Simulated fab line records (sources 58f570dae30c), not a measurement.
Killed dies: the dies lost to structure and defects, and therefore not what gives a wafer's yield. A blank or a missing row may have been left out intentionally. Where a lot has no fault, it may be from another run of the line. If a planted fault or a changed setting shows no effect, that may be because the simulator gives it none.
The same fault as seen by 2 desks ; flow berkeley cmos170 ; numbers are kept per desk, each desk with only its own; the story behind them comes last

## AT THE TOOL OWNER'S DESK: implanter-03
The tool's own readings at UCB170_PFIELD_IMPLANT_07, given as means over the sampled wafers that have a number, one for each lot that went through this tool. Any lot whose mean is over 4 standard deviations away from the usual mean is out of limits and marked OUT; that distance is given in the brackets.
Columns: A = dose ions cm2 at UCB170_PFIELD_IMPLANT_07, usual 1.9995e+13; B = faraday current uA at UCB170_PFIELD_IMPLANT_07, usual 63.3
lot;first seen here;A;B
L263;day 4 00:54;2.0017e+13;63.2
L265;day 4 11:20;1.9997e+13;63.4
L264;day 4 11:49;1.9980e+13;62.5
L268;day 5 07:28;1.3782e+13 (-99 or more) OUT;43.5 (-17) OUT
L271;day 5 20:38;1.3806e+13 (-99 or more) OUT;42.5 (-17) OUT
L284;day 8 09:26;2.0011e+13;62.6
Finding of this desk: L268, L271 out of limits; the first was L268 at day 5 07:28, on dose ions cm2 at UCB170_PFIELD_IMPLANT_07. Within limits: L263, L265, L264, L284.

## METROLOGY DESK
Means of the sampled wafers that have a number, per lot and without regard to the tool the lot ran on: this is what the gauges read. Any lot whose mean is over 4 standard deviations away from the usual mean is out of limits and marked OUT; that distance is given in the brackets.
Columns: A = PFIELD_TW at UCB170_PFIELD_TW_MEAS_09, usual 604
lot;first seen here;A
L263;day 4 01:08;602
L265;day 4 11:35;603
L264;day 4 12:04;603
L268;day 5 07:42;539 (-15) OUT
L271;day 5 20:53;543 (-14) OUT
L270;day 5 21:06;604
L276;day 7 00:19;608
L278;day 7 14:46;602
L280;day 7 20:11;611
L281;day 8 04:44;599
L283;day 8 09:16;611
L282;day 8 09:23;598
L284;day 8 09:41;603
L286;day 9 00:13;601
This desk's finding: out of limits on L268, L271; first on L268, day 5 07:42 (PFIELD_TW at UCB170_PFIELD_TW_MEAS_09). Within limits: L263, L265, L264, L270, L276, L278, L280, L281, L283, L282, L284, L286.

## PUT TOGETHER
An alarm could have come from the tool owner's desk at day 5 07:28, on L268, L271.
L268, L271 would have let the metrology desk raise an alarm at day 5 07:42.
On implanter-03, each named lot ran UCB170_PFIELD_IMPLANT_07.

## WHAT HAD BEEN PUT IN BY THE SIMULATOR
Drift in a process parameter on implanter-03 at UCB170_PFIELD_IMPLANT_07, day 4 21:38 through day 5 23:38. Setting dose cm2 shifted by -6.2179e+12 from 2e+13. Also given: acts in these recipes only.
Struck lots among those shown: L268, L271.
Fault start to first reading out of limits, in hours, per desk: tool owner, 10; metrology, 10.
